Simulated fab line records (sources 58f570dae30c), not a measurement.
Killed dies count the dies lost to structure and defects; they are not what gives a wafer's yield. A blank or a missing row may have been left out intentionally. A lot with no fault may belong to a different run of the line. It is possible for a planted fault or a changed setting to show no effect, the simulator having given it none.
2 desks looking at one fault :: flow berkeley cmos170 :: every desk sees just its own numbers, and what lay behind them comes last

== THE TOOL OWNER'S DESK: implanter-03 ==
UCB170_NSD_IMPLANT_08, tool's own readings: per-lot mean of the sampled wafers with a number, covering each lot this tool ran. If a lot's mean is further than 4 standard deviations from the usual mean, the lot is out of limits and carries the mark OUT (the distance appears in the brackets).
Columns: A = dose ions cm2 at UCB170_NSD_IMPLANT_08, usual 3e+15; B = faraday current uA at UCB170_NSD_IMPLANT_08, usual 9258
lot: L742
first seen here: day 7 05:56
A: 3e+15
B: 9187

lot: L749
first seen here: day 9 02:24
A: 3e+15
B: 9380

lot: L754
first seen here: day 9 19:41
A: 3e+15
B: 9072

lot: L757
first seen here: day 10 07:50
A: 3e+15 (+91) OUT
B: 10243 (+5.2) OUT

lot: L758
first seen here: day 10 14:41
A: 3e+15 (+91) OUT
B: 10262 (+5.3) OUT
This desk's finding: out of limits on L757, L758; first on L757, day 10 07:50 (dose ions cm2 at UCB170_NSD_IMPLANT_08). L742, L749, L754: within limits.

== FROM THE METROLOGY DESK ==
What the gauges read, lot by lot, whatever tool the lot ran on: means of the sampled wafers that have a number. If a lot's mean is further than 4 standard deviations from the usual mean, the lot is out of limits and carries the mark OUT (the distance appears in the brackets).
Columns: A = PWELL_OXIDE_THK at UCB170_PWELL_THK_MEAS_03, usual 26.3 nm; B = PFIELD_OVL at UCB170_PFIELD_OVL_MEAS_06, usual 1 nm; C = NSD_RS at UCB170_SDANNEAL_RS_MEAS_03, usual 37.08 ohm/sq
lot: L741
first seen here: day 3 00:40
A: 26.0
B: -3
C: 37.09

lot: L742
first seen here: day 3 03:42
A: 26.7
B: -9
C: 37.11

lot: L744
first seen here: day 3 11:31
A: 25.6
B: -4
C: 37.19

lot: L743
first seen here: day 3 11:31
A: 25.6
B: 4
C: 37.04

lot: L747
first seen here: day 4 05:05
A: 26.5
B: 10
C: 37.14

lot: L746
first seen here: day 4 05:07
A: 26.2
B: -2
C: 37.12

lot: L749
first seen here: day 4 19:37
A: 26.4
B: 5
C: 37.09

lot: L750
first seen here: day 5 03:13
A: 26.0
B: 0
C: 37.24

lot: L751
first seen here: day 5 03:16
A: 27.2
B: 2
C: 37.00

lot: L752
first seen here: day 5 13:16
A: 26.1
B: 5
C: 37.23

lot: L754
first seen here: day 5 18:47
A: 26.6
B: -6
C: 37.01

lot: L757
first seen here: day 6 02:29
A: 25.8
B: -1
C: 35.39 (-19) OUT

lot: L758
first seen here: day 6 17:07
A: 26.0
B: 1
C: 35.60 (-17) OUT

lot: L763
first seen here: day 7 10:04
A: 25.9
B: 6
C: 37.00
Finding of this desk: L757, L758 out of limits, first seen on L757 at day 10 10:04 (NSD_RS at UCB170_SDANNEAL_RS_MEAS_03). L741, L742, L744, L743, L747, L746, L749, L750, L751, L752, L754, L763: within limits.

== ALL TOGETHER ==
At day 10 07:50, on L757, L758, the tool owner's desk was in a position to raise an alarm.
An alarm was possible from the metrology desk at day 10 10:04, on L757, L758.
All the named lots went through UCB170_NSD_IMPLANT_08 on implanter-03.

== WHAT THE SIMULATOR HAD INSERTED ==
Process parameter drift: implanter-03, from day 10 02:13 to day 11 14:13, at UCB170_NSD_IMPLANT_08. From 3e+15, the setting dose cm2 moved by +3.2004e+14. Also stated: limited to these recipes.
Struck lots among those shown: L757, L758.
Time in hours from fault onset to the first out-of-limits reading at each desk: tool owner's desk 6, metrology desk 8.
